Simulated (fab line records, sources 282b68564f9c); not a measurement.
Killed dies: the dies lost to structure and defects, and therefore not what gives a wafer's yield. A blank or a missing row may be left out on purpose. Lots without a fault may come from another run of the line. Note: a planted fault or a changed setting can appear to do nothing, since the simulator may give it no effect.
Which tool was responsible? + flow rit-cmos + Sampling: 14 lots, 42 wafers, 2 of 202 route steps

WHAT EACH GAUGE READ, for each wafer
RIT_NSD_TW_MEAS_10.
| lot  | measured    | on            | NSD_TW         |
|------|-------------|---------------|----------------|
| L494 | day 3 06:53 | film-metro-02 | 3067 3075 3083 |
| L495 | day 3 15:05 | film-metro-02 | 3096 3082 3089 |
| L496 | day 3 21:34 | film-metro-01 | 3074 3102 3079 |
| L498 | day 4 06:51 | film-metro-04 | 3102 3089 3110 |
| L500 | day 4 11:44 | film-metro-01 | 3100 3112 3109 |
| L502 | day 4 22:18 | film-metro-01 | 3083 3091 3092 |
| L503 | day 5 05:25 | film-metro-02 | 3067 3061 3088 |
| L504 | day 5 08:06 | film-metro-01 | 3109 3073 3096 |
| L506 | day 5 16:07 | film-metro-01 | 3098 3095 3094 |
| L509 | day 6 08:32 | film-metro-01 | 3092 3077 3088 |
| L510 | day 6 11:24 | film-metro-01 | 30 30 30       |
| L512 | day 6 23:04 | film-metro-02 | 30 30 30       |
| L513 | day 7 04:23 | film-metro-02 | 3086 3053 3066 |
| L515 | day 7 15:25 | film-metro-04 | 3120 3117 3119 |

WHAT TOOL EACH LOT RAN ON (gives the tool, then ch and the chambers of the sampled wafers, and finally the start)
| lot  | RIT_NSD_DEVELOP_05               |
|------|----------------------------------|
| L494 | litho-track-04 ch 0, day 3 06:00 |
| L495 | litho-track-04 ch 0, day 3 14:00 |
| L496 | litho-track-04 ch 0, day 3 20:00 |
| L498 | litho-track-03 ch 0, day 4 06:00 |
| L500 | litho-track-02 ch 0, day 4 10:00 |
| L502 | litho-track-04 ch 0, day 4 21:00 |
| L503 | litho-track-02 ch 0, day 5 04:00 |
| L504 | litho-track-04 ch 0, day 5 07:00 |
| L506 | litho-track-02 ch 0, day 5 15:00 |
| L509 | litho-track-04 ch 0, day 6 07:00 |
| L510 | litho-track-04 ch 0, day 6 10:00 |
| L512 | litho-track-04 ch 0, day 6 22:00 |
| L513 | litho-track-03 ch 0, day 7 03:00 |
| L515 | litho-track-02 ch 0, day 7 14:00 |
- RIT_NSD_DEVELOP_05: develop time 50 s.

WHAT THE TOOLS THEMSELVES READ (means of the sampled wafers that have a number; where no wafer has one, the mark that the record gives instead)
The record holds no such reading with a usual standard deviation.

THE ANSWER, worked out from the rows above alone
Rule: what is usual is taken from the lots themselves. Put in order of their means at a reading, lots are off if they are a third of the lots or fewer, leave a main group of 4 or more, and stand apart from it by a gap of 3 or more times the standard deviation of the main group's means; of several such gaps the widest counts. A main group is skipped when, at the precision printed for the reading in the tables above, its means are all equal. A lot without any number at a reading at which 4 lots or more have one is off too. Where the step has rows for the other lots, those lots are counted as sound. Order of review: gauges by route order, followed by the tools' own readings, for which a lot's mean as printed above is used. The first step at which some lot is off is used, and at that step the reading that is off furthest; a lot without a number counts as furthest.
Off: L510, L512, at RIT_NSD_TW_MEAS_10 (NSD_TW). Mean 3090 and standard deviation 14 in the main group.
If a tool, at a process step before that reading, ran all the lots that are off and no sound lot after the first of them, it fits. The gauges at RIT_NSD_TW_MEAS_10 are tried like those tools. One fits: litho-track-04 at RIT_NSD_DEVELOP_05. Its last sound lot is L509 (day 6 07:00), its first lot that is off L510 (day 6 10:00): a fault that began between those two fits.

WHAT THE SIMULATOR HAD PUT IN
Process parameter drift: litho-track-04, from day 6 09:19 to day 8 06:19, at RIT_NSD_DEVELOP_05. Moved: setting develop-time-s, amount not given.
Lots struck among those shown: L510, L512. The rule given above showed the same thing.
